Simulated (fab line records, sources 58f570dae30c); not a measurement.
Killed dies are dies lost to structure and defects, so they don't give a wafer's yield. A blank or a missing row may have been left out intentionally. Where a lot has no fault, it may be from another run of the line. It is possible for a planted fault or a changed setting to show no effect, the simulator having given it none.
A struck lot beside a sound one ; flow berkeley cmos170 ; 43 out of 331 route steps
Sound: wafers L486.1, L486.2, L486.4. Wafers L497.4, L497.5, L497.6 were the ones struck. Last of all comes the cause.
Each step with rows lists, per side, the tool, then ch with its chambers, then its first start. Under that, the readings that differ: sound wafers ; struck wafers ; difference of the means ; sigmas: that difference in standard deviations of wafers without a fault.
alike: words and numbers the same on both sides, and readings whose means are apart by under 2 such deviations; not compared: readings that were withheld, readings missing a value for some wafer, numbers with overlapping values and no deviation given by the record, and bounds like >300 which may hide the same value.
Wherever a step has rows on one side only, a row that says differs or no value, or a row with sigmas, the two part there. When numbers do not overlap yet have no deviation, they are printed without sigmas and do not part them. A reading missing from all wafers of one side parts the sides only when that side holds two or more wafers.

UCB170_SDANNEAL_RTA_00: time 10 s.
  sound on rtp anneal-01 ch 0, day 8 11:25; struck on rtp anneal-01 ch 0, day 10 20:55
  alike: lamp power pct, wafer_temp_C_max
UCB170_SDANNEAL_RTA_01: time 5.165 s.
  sound on rtp anneal-01 ch 0, day 8 11:29; struck on rtp anneal-01 ch 0, day 10 20:59
  alike: lamp power pct, wafer_temp_C_max
UCB170_SDANNEAL_RS_MEAS_02: the measuring method here is four-point-probe.
  sound on film metro-04 at day 8 11:32; struck on film metro-03 at day 10 21:04
  alike: PSD_RS
UCB170_SDANNEAL_RS_MEAS_03: the measuring method here is four-point-probe.
  sound on film metro-04 at day 8 11:40; struck on film metro-03 at day 10 21:11
  alike: NSD_RS
UCB170_SDANNEAL_RS_MEAS_04: the measuring method here is four-point-probe.
  sound on film metro-04 at day 8 11:47; struck on film metro-03 at day 10 21:19
  alike: PLDD_RS
UCB170_SDANNEAL_RS_MEAS_05: the measuring method here is four-point-probe.
  sound on film metro-04 at day 8 11:54; struck on film metro-03 at day 10 21:26
  alike: NLDD_RS
then, 2 steps without rows for these wafers: UCB170_SILICIDE_PRE_CLEAN_00 (preclean etch time 60 s); UCB170_SILICIDE_SPUTTER_01 (material Ti, target thk 30 nm, time 25 s).
UCB170_SILICIDE_RS_MEAS_02: the measuring method here is four-point-probe.
  sound on film metro-02 at day 8 12:07; struck on film metro-03 at day 10 21:39
  alike: SILICIDE_TI_RS
UCB170_SILICIDE_THK_MEAS_03: measures by xrf.
  sound on film metro-02 at day 8 12:14; struck on film metro-03 at day 10 21:44
  alike: SILICIDE_TI_THK
UCB170_SILICIDE_RTA_04: time 15 s.
  sound on rtp anneal-01 ch 0, day 8 12:17; struck on rtp anneal-01 ch 0, day 10 21:48
  alike: lamp power pct, wafer_temp_C_max
then, 1 step without rows for these wafers: UCB170_SILICIDE_WET_ETCH_05 (etches Ti in SPM, time 45 s).
UCB170_CONTACT_CLEAN_00: cleans in SPM, time 600 s.
  sound on wet bench-02 ch 2, day 8 12:23; struck on wet bench-02 ch 1, day 10 21:52
  alike: bath guard temp C
then, 1 step without rows for these wafers: UCB170_CONTACT_CVD_01 (deposits PSG from SiH4/O2/PH3, target thk 700 nm, time 2820 s).
UCB170_CONTACT_THK_MEAS_02:
  sound on film metro-01 at day 8 14:22; struck on film metro-04 at day 11 00:38
  alike: CONTACT_PSG_THK
then, 3 steps without rows for these wafers: UCB170_CONTACT_HMDS_03 (prime time 60 s); UCB170_CONTACT_COAT_04 (resist thk 900 nm); UCB170_CONTACT_SOFTBAKE_05 (time 60 s).
UCB170_CONTACT_STRIP_06: strips in O2.
  sound on plasma asher-03 ch 0,1, day 8 14:52; struck on plasma asher-01 ch 0,1, day 11 01:10
reading;sound;struck;difference;sigmas
strip time to endpoint s (s);21.87 21.96 21.89;22.00 22.07 22.04;+0.13;+2
  alike: chamber pressure mTorr, drypump motor current A, oes product au
  not compared: rf hours counter h
then, 8 steps without rows for these wafers: UCB170_CONTACT_CLEAN_07 (cleans in SPM, time 600 s); UCB170_CONTACT_RTA_08 (time 10 s); UCB170_CONTACT_COAT_09; UCB170_CONTACT_COAT_10 (resist thk 900 nm); UCB170_CONTACT_SOFTBAKE_11 (time 60 s); UCB170_CONTACT_EXPOSE_12 (exposes mask CONT, target cd 700 nm); UCB170_CONTACT_PEB_13; UCB170_CONTACT_DEVELOP_14 (develop time 45 s).
UCB170_CONTACT_CD_MEAS_15: the cd target is 700 nm.
  sound on cd sem-02 at day 8 17:45; struck on cd sem-01 at day 11 04:52
  alike: cd nm
UCB170_CONTACT_OVL_MEAS_16:
  sound on overlay-01 at day 8 17:52; struck on overlay-02 at day 11 04:56
  alike: CONTACT_OVL
UCB170_CONTACT_ETCH_17: etches BARC in N2/H2.
  sound on rie diel-02 ch 0,1,3, day 8 17:55; struck on rie diel-02 ch 1,2,3, day 11 04:58
  alike: chamber pressure mTorr, drypump motor current A, n2 flow sccm, oes product au, throttle valve pct
then, 2 steps without rows for these wafers: UCB170_CONTACT_ETCH_18 (etches PSG in CHF3/CF4/Ar, stops on TiSi2, target depth 840 nm, time 195 s); UCB170_CONTACT_STRIP_19 (strips in O2).
UCB170_CONTACT_CD_MEAS_90: the cd target is 700 nm.
  sound on cd sem-01 at day 8 18:10; struck on cd sem-01 at day 11 05:17
  alike: cd nm
then, 2 steps without rows for these wafers: UCB170_CONTACT_CLEAN_20 (cleans in SPM, time 600 s); UCB170_M1_SPUTTER_00 (material Al, target thk 600 nm, time 80 s).
UCB170_M1_RS_MEAS_01: the measuring method here is four-point-probe.
  sound on film metro-04 at day 8 18:32; struck on film metro-01 at day 11 05:38
reading;sound;struck;difference;sigmas
M1_AL_RS (ohm/sq);0.0479 0.0478 0.0471;0.0494 0.0485 0.0490;+0.0014;+2
UCB170_M1_THK_MEAS_02: measures by xrf.
  sound on film metro-04 at day 8 18:39; struck on film metro-01 at day 11 05:44
reading;sound;struck;difference;sigmas
M1_AL_THK (nm);606 612 617;589 598 594;-18;-2
then, 5 steps without rows for these wafers: UCB170_M1_COAT_03; UCB170_M1_COAT_04 (resist thk 900 nm); UCB170_M1_SOFTBAKE_05 (time 60 s); UCB170_M1_EXPOSE_06 (exposes mask METAL1, target cd 700 nm); UCB170_M1_PEB_07.
UCB170_M3_PROBE_99:
  rows exist in the record for the struck wafers here (prober-02, day 11 23:05), but not for the sound ones

## WHERE THEY PART
Earliest at UCB170_CONTACT_STRIP_06; latest, in this record, at UCB170_M3_PROBE_99.

WHY: whatever the simulator had introduced
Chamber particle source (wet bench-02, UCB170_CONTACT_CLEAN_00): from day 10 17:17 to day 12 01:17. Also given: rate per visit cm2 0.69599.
